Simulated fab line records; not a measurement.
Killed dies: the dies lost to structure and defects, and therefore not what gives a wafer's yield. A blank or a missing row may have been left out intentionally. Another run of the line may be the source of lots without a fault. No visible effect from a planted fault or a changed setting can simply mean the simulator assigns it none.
fab line records | flow ritCmos
record lots=6 | wafers=18 | lastDay=8
route steps=202 shown ACTIVE@1 FOX1@20 FOX2@23 M1@202
lots untouched by any fault: they come from a run of this same line in which no faults occurred
startH: start of the lot's first displayed wafer, in hours after the record's first day | waitH: how many hours have passed since the lot's step before this one | " the same as in the row above | L1.1+2: a row that stands for several wafers | - value missing, or start not given | * or withheld: withheld | < > ~ a bound
route shown NAME@n: names a module that has steps shown in the file, with the first one's number in the route | usual: mean/standard deviation taken from wafers without a fault | same: alike in all rows | chamber/n: place in a boat | sites: per-site readings | _std_site: the values' standard deviation | _edge_site: outer sites' mean less inner sites' | radiusMm: how far each site lies from the wafer's centre | mask NAME#n: copy n | behind: the last tool/chamber to shape the wafer | hold: what put the lot on hold/how long, in hours/how the hold closed | device: transistor that didn't switch, given as n, p or np | end of line: the tests these same wafers got at the end of their route | a step without rows: its recipe alone | killed: dies that structure and defects cost at the first sort, which is not the same as the wafer's yield | map: a wafer's dies, marking killed ones x, the rest . and places with no die _
set.NAME: setting as actually run; set.NAME@STEP: the setting as run at that earlier step | model.NAME: the simulator's own value behind a step, which no gauge read
lots at some steps of the route; a table a step, a row a wafer
services: when a tool's chamber went out of use (startH, in hours from the record's first day, below 0 if earlier), for how many hours, and the reason
## steps
# step RIT_ACTIVE_BOW_MEAS_00
# recipe mode=bow
# usual INCOMING_BOW=0/7.1
lot.wafer | tool         | chamber | startH | waitH | INCOMING_BOW[um]
L640.3    | filmMetro-01 | -       | 15.04  | -     | -4
L640.4    | "            | -       | "      | "     | -8
L640.6    | "            | -       | "      | "     | -4
L644.2    | filmMetro-02 | -       | 35.02  | -     | -2
L644.4    | "            | -       | "      | "     | -5
L644.6    | "            | -       | "      | "     | 1
L650.2    | filmMetro-02 | -       | 65.02  | -     | 5
L650.4    | "            | -       | "      | "     | -1
L650.5    | "            | -       | "      | "     | -13
L651.2    | filmMetro-01 | -       | 70.02  | -     | 6
L651.5    | "            | -       | "      | "     | 1
L651.6    | "            | -       | "      | "     | -6
L660.1    | filmMetro-04 | -       | 115.00 | -     | 2
L660.3    | "            | -       | "      | "     | 3
L660.4    | "            | -       | "      | "     | -4
L662.4    | filmMetro-02 | -       | 125.06 | -     | 3
L662.5    | "            | -       | "      | "     | -4
L662.6    | "            | -       | "      | "     | 9
# step RIT_ACTIVE_OXIDATION_01
# recipe tempC=1000 | ambient=O2 | targetThkA=468 | oxTimeS=3360
lot.wafer | tool       | chamber | startH | waitH | model.SiO2_of_ACTIVE_OXIDATION_01.thkNm
L640.3    | furnace-01 | 0       | 18.36  | 3.3   | 46.73
L640.4    | "          | 0       | "      | "     | 45.85
L640.6    | "          | 0       | "      | "     | 45.43
L644.2    | furnace-03 | 0       | 35.83  | 0.8   | 46.13
L644.4    | "          | 0       | "      | "     | 47.3
L644.6    | "          | 0       | "      | "     | 46.96
L650.2    | furnace-03 | 0       | 67.32  | 2.3   | 29.87
L650.4    | "          | 0       | "      | "     | 30.02
L650.5    | "          | 0       | "      | "     | 28.84
L651.2    | furnace-03 | 0       | 70.33  | 0.3   | 28.85
L651.5    | "          | 0       | "      | "     | 29.17
L651.6    | "          | 0       | "      | "     | 29.24
L660.1+4  | furnace-01 | 0       | 118.49 | 3.5   | 46.96
L660.3    | "          | 0       | "      | "     | 46.88
L662.4    | furnace-01 | 0       | 125.50 | 0.4   | 45.97
L662.5    | "          | 0       | "      | "     | 46.38
L662.6    | "          | 0       | "      | "     | 45.96
# step RIT_ACTIVE_THK_MEAS_02
# recipe reads=SiO2_of_ACTIVE_OXIDATION_01
# usual ACTIVE_OXIDE_THK=46.7/0.76
lot.wafer | tool         | chamber | startH | waitH | ACTIVE_OXIDE_THK[nm]
L640.3    | filmMetro-04 | -       | 20.32  | 0.0   | 46.6
L640.4    | "            | -       | "      | "     | 45.9
L640.6    | "            | -       | "      | "     | 45.4
L644.2    | filmMetro-02 | -       | 37.78  | 0.0   | 46.1
L644.4    | "            | -       | "      | "     | 47.3
L644.6    | "            | -       | "      | "     | 47.0
L650.2    | filmMetro-02 | -       | 69.26  | 0.0   | 29.9
L650.4    | "            | -       | "      | "     | 30.0
L650.5    | "            | -       | "      | "     | 28.8
L651.2    | filmMetro-04 | -       | 72.27  | 0.0   | 28.8
L651.5    | "            | -       | "      | "     | 29.2
L651.6    | "            | -       | "      | "     | 29.2
L660.1    | filmMetro-01 | -       | 120.42 | 0.0   | 47.0
L660.3    | "            | -       | "      | "     | 46.9
L660.4    | "            | -       | "      | "     | 47.0
L662.4    | filmMetro-01 | -       | 127.47 | 0.0   | 46.0
L662.5    | "            | -       | "      | "     | 46.4
L662.6    | "            | -       | "      | "     | 45.9
# step RIT_ACTIVE_CVD_03
# recipe material=Si3N4 | targetThkNm=150 | tempC=810 | precursor=SiH2Cl2/NH3 | timeS=1500 | pressureMtorr=300 | sih2cl2FlowSccm=60 | nh3FlowSccm=150
# step RIT_ACTIVE_THK_MEAS_04
# recipe reads=Si3N4_of_ACTIVE_CVD_03
# usual ACTIVE_NITRIDE_THK=149.5/1.6
lot.wafer | tool         | chamber | startH | waitH | ACTIVE_NITRIDE_THK[nm]
L640.3    | filmMetro-02 | -       | 21.79  | 0.0   | 150.4
L640.4    | "            | -       | "      | "     | 152.7
L640.6    | "            | -       | "      | "     | 151.6
L644.2    | filmMetro-02 | -       | 39.96  | 0.0   | 152.1
L644.4    | "            | -       | "      | "     | 151.4
L644.6    | "            | -       | "      | "     | 152.9
L650.2    | filmMetro-01 | -       | 71.41  | 0.0   | 149.8
L650.4    | "            | -       | "      | "     | 148.4
L650.5    | "            | -       | "      | "     | 150.0
L651.2    | filmMetro-02 | -       | 74.88  | 0.0   | 148.8
L651.5    | "            | -       | "      | "     | 150.7
L651.6    | "            | -       | "      | "     | 151.3
L660.1    | filmMetro-01 | -       | 121.90 | 0.0   | 149.4
L660.3    | "            | -       | "      | "     | 148.3
L660.4    | "            | -       | "      | "     | 147.9
L662.4    | filmMetro-01 | -       | 129.65 | 0.0   | 148.8
L662.5    | "            | -       | "      | "     | 149.9
L662.6    | "            | -       | "      | "     | 150.2
# step RIT_ACTIVE_HMDS_05
# recipe primeTimeS=60 | primeTempC=140
# step RIT_ACTIVE_COAT_06
# recipe resist=NOVOLAK | spinRpm=3250 | resistThkNm=1000
# step RIT_ACTIVE_SOFTBAKE_07
# recipe resist=NOVOLAK | tempC=90 | timeS=60
# step RIT_ACTIVE_EXPOSE_08
# recipe maskId=M1 | na=0.6 | sourceShape=conventional | sigmaOuter=0.6 | targetCdNm=1400 | doseMj=225
# step RIT_ACTIVE_PEB_09
# recipe resist=NOVOLAK | tempC=withheld | timeS=withheld
# step RIT_ACTIVE_DEVELOP_10
# recipe resist=NOVOLAK | developTimeS=50 | devTempC=23
# step RIT_ACTIVE_CD_MEAS_11
# recipe targetCdNm=1400
# usual cdNm=1399.7/1.8
lot.wafer | tool     | chamber | startH | waitH | cdNm
L640.3    | cdSem-02 | -       | 22.72  | -     | 1398.6
L640.4    | "        | -       | "      | "     | 1397.7
L640.6    | "        | -       | "      | "     | 1398.2
L644.2    | cdSem-02 | -       | 40.95  | -     | 1397.0
L644.4    | "        | -       | "      | "     | 1399.5
L644.6    | "        | -       | "      | "     | 1400.0
L650.2    | cdSem-02 | -       | 72.33  | -     | 1399.0
L650.4    | "        | -       | "      | "     | 1399.3
L650.5    | "        | -       | "      | "     | 1401.5
L651.2    | cdSem-02 | -       | 75.98  | -     | 1401.9
L651.5    | "        | -       | "      | "     | 1402.8
L651.6    | "        | -       | "      | "     | 1402.6
L660.1    | cdSem-02 | -       | 122.81 | -     | 1399.5
L660.3    | "        | -       | "      | "     | 1399.9
L660.4    | "        | -       | "      | "     | 1400.1
L662.4    | cdSem-01 | -       | 130.72 | -     | 1400.5
L662.5    | "        | -       | "      | "     | 1401.0
L662.6    | "        | -       | "      | "     | 1401.0
# step RIT_ACTIVE_HARDBAKE_12
# recipe resist=NOVOLAK | tempC=140 | timeS=60
# step RIT_ACTIVE_ETCH_13
# recipe stopOn=SiO2 | chemistry=SF6 | target=Si3N4 | timeS=210 | overEtchFrac=0.4 | SF6_flow_sccm=200 | pressureMtorr=260 | rfW=125 | targetDepthA=2100
# usual drypumpMotorCurrentA=5.4/0.45 | oesProductAu=0.816/0.017 | throttleValvePct=7.48/0.098
lot.wafer | tool       | chamber | startH | waitH | drypumpMotorCurrentA | oesProductAu | rfHoursCounterH | throttleValvePct
L640.3    | rieDiel-01 | 3       | 22.95  | 0.1   | 5.1                  | 0.805        | 3               | 7.47
L640.4    | "          | 2       | "      | "     | 4.8                  | 0.815        | 45              | 7.54
L640.6    | "          | 0       | "      | "     | 5.2                  | 0.847        | -               | 7.43
L644.2    | rieDiel-01 | 0       | 41.24  | 0.1   | 5.2                  | 0.849        | 8               | 7.46
L644.4    | "          | 3       | "      | "     | 5.1                  | 0.812        | 3               | 7.44
L644.6    | "          | 2       | "      | "     | 4.9                  | 0.821        | -               | 7.52
L650.2    | rieDiel-03 | 2       | 72.58  | 0.1   | 4.7                  | 0.846        | 123             | 7.36
L650.4    | "          | 1       | "      | "     | 5.5                  | 0.836        | 94              | 7.33
L650.5    | "          | 0       | "      | "     | 5.9                  | 0.794        | -               | 7.58
L651.2    | rieDiel-01 | 2       | 76.26  | 0.1   | 4.9                  | 0.798        | 46              | 7.51
L651.5    | "          | 3       | "      | "     | 5.1                  | 0.810        | -               | 7.43
L651.6    | "          | 0       | "      | "     | 5.2                  | 0.842        | -               | 7.46
L660.1    | rieDiel-02 | 2       | 123.08 | 0.1   | 6.3                  | 0.823        | 82              | 7.32
L660.3    | "          | 0       | "      | "     | 5.9                  | 0.794        | 130             | 7.78
L660.4    | "          | 3       | "      | "     | 6.1                  | 0.831        | 41              | 7.51
L662.4    | rieDiel-01 | 0       | 130.93 | 0.1   | 5.2                  | 0.849        | 10              | 7.45
L662.5    | "          | 2       | "      | "     | 4.8                  | 0.815        | -               | 7.53
L662.6    | "          | 3       | "      | "     | 5.1                  | 0.804        | -               | 7.45
# step RIT_ACTIVE_STRIP_14
# recipe chemistry=O2 | timeS=180 | resist=NOVOLAK | platenTempC=withheld | powerW=500 | pressureMtorr=4000 | o2FlowSccm=4000
# usual drypumpMotorCurrentA=5.7/0.52
lot.wafer | tool           | chamber | startH | waitH | drypumpMotorCurrentA | rfHoursCounterH
L640.3    | plasmaAsher-01 | 0       | 23.15  | 0.1   | 5.4                  | -
L640.4    | "              | 1       | "      | "     | 5.5                  | -
L640.6    | "              | 1       | "      | "     | 5.5                  | -
L644.2    | plasmaAsher-03 | 1       | 41.37  | 0.1   | 6.4                  | 38
L644.4    | "              | 0       | "      | "     | 6.4                  | -
L644.6    | "              | 0       | "      | "     | 6.4                  | -
L650.2    | plasmaAsher-01 | 0       | 72.71  | 0.1   | 5.4                  | 26
L650.4    | "              | 0       | "      | "     | 5.4                  | -
L650.5    | "              | 1       | "      | "     | 5.6                  | -
L651.2    | plasmaAsher-04 | 0       | 76.39  | 0.1   | 6.0                  | 45
L651.5    | "              | 0       | "      | "     | 5.9                  | -
L651.6    | "              | 1       | "      | "     | 5.0                  | -
L660.1    | plasmaAsher-03 | 0       | 123.21 | 0.1   | 6.4                  | 48
L660.3    | "              | 0       | "      | "     | 6.4                  | -
L660.4    | "              | 1       | "      | "     | 6.4                  | -
L662.4    | plasmaAsher-03 | 1       | 131.12 | 0.1   | 6.4                  | -
L662.5    | "              | 1       | "      | "     | 6.4                  | -
L662.6    | "              | 0       | "      | "     | 6.4                  | -
# step RIT_ACTIVE_CD_MEAS_90
# recipe targetCdNm=1400
# usual cdNm=1399.7/1.8
lot.wafer | tool     | chamber | startH | waitH | cdNm
L640.3    | cdSem-02 | -       | 23.30  | 0.1   | 1399.0
L640.4    | "        | -       | "      | "     | 1397.6
L640.6    | "        | -       | "      | "     | 1398.2
L644.2    | cdSem-01 | -       | 41.57  | 0.1   | 1397.1
L644.4    | "        | -       | "      | "     | 1399.8
L644.6    | "        | -       | "      | "     | 1399.7
L650.2    | cdSem-01 | -       | 72.90  | 0.1   | 1399.4
L650.4    | "        | -       | "      | "     | 1399.8
L650.5    | "        | -       | "      | "     | 1401.5
L651.2    | cdSem-02 | -       | 76.59  | 0.1   | 1401.9
L651.5    | "        | -       | "      | "     | 1403.1
L651.6    | "        | -       | "      | "     | 1402.6
L660.1    | cdSem-02 | -       | 123.39 | 0.1   | 1399.5
L660.3    | "        | -       | "      | "     | 1399.8
L660.4    | "        | -       | "      | "     | 1399.8
L662.4    | cdSem-02 | -       | 131.30 | 0.1   | 1400.4
L662.5    | "        | -       | "      | "     | 1401.1
L662.6    | "        | -       | "      | "     | 1401.2
# step RIT_ACTIVE_CLEAN_15
# recipe chemistry=SC1 | mix=3:3:50 | timeS=600 | tempC=75
# step RIT_ACTIVE_CLEAN_16
# recipe chemistry=dHF | dilution=50:1 | timeS=30
# step RIT_ACTIVE_CLEAN_17
# recipe chemistry=SC2 | mix=3:3:50 | timeS=600 | tempC=75 | dry=n2Spin
# step RIT_FOX1_OXIDATION_00
# recipe tempC=1100 | ambient=H2O | targetThkA=3507 | pH2oTorr=720 | oxTimeS=1130
# step RIT_FOX1_THK_MEAS_01
# recipe reads=SiO2_of_FOX1_OXIDATION_00
# usual FOX1_OXIDE_THK=351/7.4
lot.wafer | tool         | chamber | startH | waitH | FOX1_OXIDE_THK[nm]
L640.3    | filmMetro-04 | -       | 26.14  | 0.0   | 356
L640.4    | "            | -       | "      | "     | 357
L640.6    | "            | -       | "      | "     | 352
L644.2    | filmMetro-01 | -       | 44.46  | 0.0   | 357
L644.4    | "            | -       | "      | "     | 362
L644.6    | "            | -       | "      | "     | 353
L650.2    | filmMetro-03 | -       | 74.70  | 0.0   | 352
L650.4    | "            | -       | "      | "     | 361
L650.5    | "            | -       | "      | "     | 358
L651.2    | filmMetro-03 | -       | 80.06  | 0.0   | 344
L651.5    | "            | -       | "      | "     | 349
L651.6    | "            | -       | "      | "     | 347
L660.1    | filmMetro-03 | -       | 125.81 | 0.0   | 360
L660.3    | "            | -       | "      | "     | 361
L660.4    | "            | -       | "      | "     | 354
L662.4    | filmMetro-03 | -       | 135.54 | 0.0   | 352
L662.5    | "            | -       | "      | "     | 351
L662.6    | "            | -       | "      | "     | 350
# step RIT_FOX1_WET_ETCH_02
# recipe chemistry=BOE | targetDepthNm=350 | timeS=390 | tempC=21.5 | dry=n2Spin | dilution=10:1 | target=SiO2
# step RIT_FOX2_OXIDATION_00
# recipe tempC=1100 | ambient=H2O | targetThkA=3507 | pH2oTorr=720 | oxTimeS=1130
# step RIT_FOX2_THK_MEAS_01
# recipe reads=SiO2_of_FOX2_OXIDATION_00
# usual FOX2_OXIDE_THK=349/6
lot.wafer | tool         | chamber | startH | waitH | FOX2_OXIDE_THK[nm]
L640.3    | filmMetro-03 | -       | 29.64  | 0.0   | 350
L640.4    | "            | -       | "      | "     | 349
L640.6    | "            | -       | "      | "     | 350
L644.2    | filmMetro-02 | -       | 47.00  | 0.0   | 339
L644.4    | "            | -       | "      | "     | 355
L644.6    | "            | -       | "      | "     | 346
L650.2    | filmMetro-02 | -       | 76.20  | 0.0   | 332
L650.4    | "            | -       | "      | "     | 338
L650.5    | "            | -       | "      | "     | 338
L651.2    | filmMetro-04 | -       | 82.87  | 0.0   | 351
L651.5    | "            | -       | "      | "     | 349
L651.6    | "            | -       | "      | "     | 352
L660.1    | filmMetro-03 | -       | 127.37 | 0.0   | 351
L660.3    | "            | -       | "      | "     | 359
L660.4    | "            | -       | "      | "     | 360
L662.4    | filmMetro-02 | -       | 138.78 | 0.0   | 348
L662.5    | "            | -       | "      | "     | 350
L662.6    | "            | -       | "      | "     | 351
# step RIT_FOX2_CLEAN_02
# recipe chemistry=dHF | dilution=50:1 | timeS=180
# step RIT_FOX2_WET_ETCH_03
# recipe chemistry=H3PO4 | target=Si3N4 | targetDepthNm=195 | tempC=165 | timeS=2700
lot.wafer | tool        | chamber | startH | waitH | model.SiO2_of_ACTIVE_OXIDATION_01.thkNm
L640.3    | wetBench-03 | 0       | 29.74  | 0.0   | 41.1
L640.4    | "           | 0       | "      | "     | 40.72
L640.6    | "           | 0       | "      | "     | 40.32
L644.2    | wetBench-03 | 1       | 47.11  | 0.0   | 40.87
L644.4    | "           | 1       | "      | "     | 41.5
L644.6    | "           | 1       | "      | "     | 41.64
L650.2    | wetBench-03 | 1       | 76.31  | 0.0   | 26.34
L650.4    | "           | 1       | "      | "     | 26.26
L650.5    | "           | 1       | "      | "     | 24.2
L651.2    | wetBench-01 | 1       | 82.99  | 0.0   | 25.8
L651.5    | "           | 1       | "      | "     | 25.67
L651.6    | "           | 1       | "      | "     | 26.14
L660.1+4  | wetBench-01 | 0       | 127.49 | 0.0   | 41.92
L660.3    | "           | 0       | "      | "     | 41.38
L662.4    | wetBench-03 | 2       | 138.87 | 0.0   | 40.9
L662.5    | "           | 2       | "      | "     | 41.25
L662.6    | "           | 2       | "      | "     | 40.46
# step RIT_FOX2_THK_MEAS_90
# recipe reads=SiO2_of_FOX2_OXIDATION_00
# usual FIELD_OXIDE_LEFT_1_THK=322/6.1
lot.wafer | tool         | chamber | startH | waitH | FIELD_OXIDE_LEFT_1_THK[nm]
L640.3    | filmMetro-02 | -       | 30.52  | 0.0   | 323
L640.4    | "            | -       | "      | "     | 322
L640.6    | "            | -       | "      | "     | 322
L644.2    | filmMetro-03 | -       | 47.87  | 0.0   | 312
L644.4    | "            | -       | "      | "     | 327
L644.6    | "            | -       | "      | "     | 318
L650.2    | filmMetro-02 | -       | 77.08  | 0.0   | 306
L650.4    | "            | -       | "      | "     | 310
L650.5    | "            | -       | "      | "     | 311
L651.2    | filmMetro-02 | -       | 83.83  | 0.0   | 324
L651.5    | "            | -       | "      | "     | 322
L651.6    | "            | -       | "      | "     | 325
L660.1    | filmMetro-03 | -       | 128.25 | 0.0   | 324
L660.3    | "            | -       | "      | "     | 332
L660.4    | "            | -       | "      | "     | 333
L662.4    | filmMetro-04 | -       | 139.66 | 0.0   | 321
L662.5    | "            | -       | "      | "     | 323
L662.6    | "            | -       | "      | "     | 323
# step RIT_M1_PROBE_99
# usual killedAtContacts=0.1/0.27 | killedAtFrontEnd=6.5/2.8 | killedDies=6.6/2.8 | killedOnRim=1.7/1.3 | killedOpen=3.5/2 | killedShort=3.2/1.8
# same grossDies=264 | killed_at_M0_to_M3=0 | killed_at_M4_up=0 | killedAtBackSide=0 | killedAtOther=0
lot.wafer | tool      | chamber | startH | waitH | killedAtContacts | killedAtFrontEnd | killedDies | killedOnRim | killedOpen | killedShort | model.etest.pldd.widthNm | model.etest.nldd.widthNm | model.etest.pplusSal.widthNm | model.etest.nplusSal.widthNm | model.etest.nmos_0p3.rOnOhmUm | model.etest.nmosNarrow.driveUaUm | model.etest.pmosNarrow.driveUaUm | model.etest.nmos_0p3.driveUaUm
L640.3    | prober-02 | -       | 76.12  | 0.2   | 0                | 11               | 11         | 3           | 4          | 7           | 3172                     | 3172                     | 3455                         | 3445                         | 2200                          | 222.5                            | 104.2                            | 220.4
L640.4    | prober-02 | -       | 76.17  | 0.2   | 0                | 9                | 9          | 1           | 5          | 4           | 3184                     | 3184                     | 3453                         | 3458                         | 2177                          | 227.8                            | 106.5                            | 225.1
L640.6    | prober-02 | -       | 76.27  | 0.2   | 0                | 13               | 13         | 3           | 6          | 7           | 3192                     | 3193                     | 3465                         | 3482                         | 2159                          | 231.3                            | 107.3                            | 227.2
L644.2    | prober-01 | -       | 92.75  | 0.1   | 0                | 5                | 5          | 0           | 2          | 3           | 3197                     | 3192                     | 3467                         | 3470                         | 2190                          | 224                              | 99.55                            | 221.2
L644.4    | prober-01 | -       | 92.85  | 0.2   | 0                | 8                | 8          | 3           | 7          | 1           | 3155                     | 3152                     | 3438                         | 3423                         | 2220                          | 219.2                            | 97.32                            | 222
L644.6    | prober-01 | -       | 92.95  | 0.2   | 0                | 7                | 7          | 3           | 5          | 2           | 3170                     | 3172                     | 3447                         | 3469                         | 2182                          | 223.8                            | 98.63                            | 222.2
L650.2    | prober-01 | -       | 121.15 | 0.1   | 0                | 3                | 3          | 1           | 1          | 2           | 3316                     | 3304                     | 3565                         | 3550                         | 2044                          | 283.6                            | 125.2                            | 249.7
L650.4    | prober-01 | -       | 121.25 | 0.2   | 0                | 10               | 10         | 5           | 7          | 3           | 3312                     | 3310                     | 3558                         | 3536                         | 2038                          | 280.1                            | 124.6                            | 248.6
L650.5    | prober-01 | -       | 121.30 | 0.2   | 0                | 10               | 10         | 1           | 8          | 2           | 3304                     | 3335                     | 3562                         | 3545                         | 2037                          | 281.7                            | 126                              | 248.1
L651.2    | prober-02 | -       | 123.32 | 0.1   | 0                | 9                | 9          | 1           | 5          | 4           | 3328                     | 3309                     | 3566                         | 3570                         | 2077                          | 276.1                            | 123.9                            | 245.1
L651.5    | prober-02 | -       | 123.47 | 0.2   | 0                | 6                | 6          | 2           | 3          | 3           | 3328                     | 3329                     | 3562                         | 3565                         | 2101                          | 268.9                            | 120.1                            | 237.6
L651.6    | prober-02 | -       | 123.52 | 0.2   | 0                | 12               | 12         | 2           | 6          | 6           | 3317                     | 3311                     | 3563                         | 3563                         | 2067                          | 275.4                            | 123.6                            | 240.9
L660.1    | prober-02 | -       | 169.94 | 0.1   | 0                | 13               | 13         | 1           | 7          | 6           | 3154                     | 3150                     | 3454                         | 3438                         | 2161                          | 228.3                            | 101.7                            | 231
L660.3    | prober-02 | -       | 170.04 | 0.2   | 0                | 8                | 8          | 3           | 5          | 3           | 3149                     | 3156                     | 3423                         | 3423                         | 2174                          | 225.2                            | 98.87                            | 228.9
L660.4    | prober-02 | -       | 170.09 | 0.2   | 0                | 11               | 11         | 2           | 7          | 4           | 3140                     | 3163                     | 3431                         | 3427                         | 2147                          | 223.6                            | 100.3                            | 228.6
L662.4    | prober-02 | -       | 181.54 | 0.2   | 0                | 8                | 8          | 0           | 5          | 3           | 3179                     | 3193                     | 3437                         | 3469                         | 2241                          | 213.1                            | 99.5                             | 214
L662.5    | prober-02 | -       | 181.59 | 0.2   | 1                | 4                | 5          | 3           | 2          | 3           | 3190                     | 3187                     | 3449                         | 3450                         | 2207                          | 219.4                            | 100.9                            | 217.9
L662.6    | prober-02 | -       | 181.64 | 0.2   | 0                | 6                | 6          | 2           | 5          | 1           | 3186                     | 3210                     | 3440                         | 3440                         | 2195                          | 215.7                            | 100.2                            | 217.8
# killed by level:class
L640.3 GATE:geometricParticle:short=2 SILICIDE:geometricParticle:short=2 FOX1:geometricParticle:short=1 FOX1:geometricParticle:open=1 GATE:geometricParticle:open=1 REOX:geometricParticle:short=1 REOX:geometricParticle:open=1 SPACER:geometricParticle:short=1
L640.4 FOX2:geometricParticle:short=2 FOX2:geometricParticle:open=2 REOX:geometricParticle:short=2 SILICIDE:geometricParticle:open=2 FOX1:geometricParticle:open=1
L640.6 FOX1:geometricParticle:short=3 FOX1:geometricParticle:open=2 GATE:geometricParticle:short=2 GATE:geometricParticle:open=2 REOX:geometricParticle:short=2 REOX:geometricParticle:open=1 SPACER:geometricParticle:open=1
L644.2 REOX:geometricParticle:open=2 FOX1:geometricParticle:short=1 GATE:geometricParticle:short=1 SILICIDE:geometricParticle:short=1
L644.4 GATE:geometricParticle:open=3 SPACER:geometricParticle:open=2 FOX1:geometricParticle:open=1 FOX2:geometricParticle:open=1 SPACER:geometricParticle:short=1
L644.6 GATE:geometricParticle:open=2 ACTIVE:geometricParticle:open=1 FOX1:geometricParticle:open=1 GATE:geometricParticle:short=1 REOX:geometricParticle:open=1 SILICIDE:geometricParticle:short=1
L650.2 FOX1:geometricParticle:open=1 GATE:geometricParticle:short=1 REOX:geometricParticle:short=1
L650.4 GATE:geometricParticle:short=3 GATE:geometricParticle:open=3 FOX2:geometricParticle:open=1 REOX:geometricParticle:open=1 SPACER:geometricParticle:open=1 SILICIDE:geometricParticle:open=1
L650.5 REOX:geometricParticle:open=3 GATE:geometricParticle:open=2 ACTIVE:geometricParticle:short=1 FOX1:geometricParticle:short=1 FOX1:geometricParticle:open=1 SPACER:geometricParticle:open=1 SILICIDE:geometricParticle:open=1
L651.2 FOX2:geometricParticle:short=3 FOX2:geometricParticle:open=1 GATE:geometricParticle:open=1 REOX:geometricParticle:open=1 REOX:geometricParticle:short=1 SPACER:geometricParticle:open=1 SILICIDE:geometricParticle:open=1
L651.5 SPACER:geometricParticle:open=3 GATE:geometricParticle:short=1 REOX:geometricParticle:short=1 SPACER:geometricParticle:short=1
L651.6 SILICIDE:geometricParticle:open=5 SILICIDE:geometricParticle:short=3 FOX1:geometricParticle:short=1 FOX2:geometricParticle:short=1 GATE:geometricParticle:short=1 SPACER:geometricParticle:open=1
L660.1 FOX2:geometricParticle:open=3 FOX1:geometricParticle:short=2 GATE:geometricParticle:short=2 REOX:geometricParticle:short=2 SPACER:geometricParticle:open=2 GATE:geometricParticle:open=1 REOX:geometricParticle:open=1
L660.3 SPACER:geometricParticle:open=4 ACTIVE:geometricParticle:short=1 FOX1:geometricParticle:short=1 FOX1:geometricParticle:open=1 GATE:geometricParticle:short=1
L660.4 FOX1:geometricParticle:open=3 FOX1:geometricParticle:short=2 REOX:geometricParticle:short=2 SPACER:geometricParticle:open=2 FOX2:geometricParticle:open=1 GATE:geometricParticle:open=1
L662.4 SPACER:geometricParticle:open=3 GATE:geometricParticle:short=2 GATE:geometricParticle:open=1 SPACER:geometricParticle:short=1 SILICIDE:geometricParticle:open=1
L662.5 GATE:geometricParticle:open=1 GATE:geometricParticle:short=1 REOX:geometricParticle:short=1 SPACER:geometricParticle:short=1 CONTACT:geometricParticle:open=1
L662.6 GATE:geometricParticle:open=3 SPACER:geometricParticle:open=1 SPACER:geometricParticle:short=1 SILICIDE:geometricParticle:open=1
## services
tool           | chamber | startH | hours | kind
furnace-03     | -       | 1.71   | 3.1   | pm
furnace-01     | -       | 14.34  | 4.0   | pm
rieDiel-03     | 0       | 16.02  | 7.1   | repair
rieDiel-01     | -       | 17.81  | 1.2   | repair
plasmaAsher-03 | -       | 19.74  | 2.1   | repair
furnace-01     | -       | 25.38  | 3.6   | pm
plasmaAsher-01 | -       | 34.36  | 1.2   | repair
wetBench-01    | -       | 103.50 | 16.0  | repair
furnace-01     | -       | 105.04 | 13.4  | pm
plasmaAsher-04 | -       | 108.75 | 9.0   | pm
plasmaAsher-04 | 0       | 108.75 | 9.0   | ventCycle
plasmaAsher-04 | 1       | 108.75 | 9.0   | ventCycle
plasmaAsher-04 | 0       | 117.75 | -     | clean
plasmaAsher-04 | 1       | 117.75 | -     | clean
rieDiel-03     | 1       | 133.42 | 47.9  | repair
## key
firstSign step=RIT_ACTIVE_THK_MEAS_02 | reading=ACTIVE_OXIDE_THK | direction=down | sigmas=23 | usual=46.7 | struck=29.3
effect none on later readings
modelEffect step=RIT_ACTIVE_OXIDATION_01 | value=SiO2_of_ACTIVE_OXIDATION_01.thkNm | without=47 | struck=29.33
modelEffect step=RIT_FOX2_WET_ETCH_03 | value=SiO2_of_ACTIVE_OXIDATION_01.thkNm | without=41.49 | struck=25.74
modelEffect step=RIT_M1_PROBE_99 | value=etest.pldd.widthNm | without=3183 | struck=3318
metAt RIT_ACTIVE_OXIDATION_01
struckWafers L650.2,L650.4,L650.5,L651.2,L651.5,L651.6
testerLeftOut L650,L651
fault kind=processParameterDrift | tool=furnace-03 | chamber=- | onsetH=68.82 | steps=RIT_ACTIVE_OXIDATION_01 | channel=oxTimeS | offset=* | shape=step | endH=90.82 | actsIn=* | stated=*
# testerLeftOut: of these lots the tester's yield and bins aren't shown, on N5 and GAA mostly nor the transistor test; their killed dies are dies lost to structure and defects alone, not to doping, threshold or leakage, so they don't give the yield
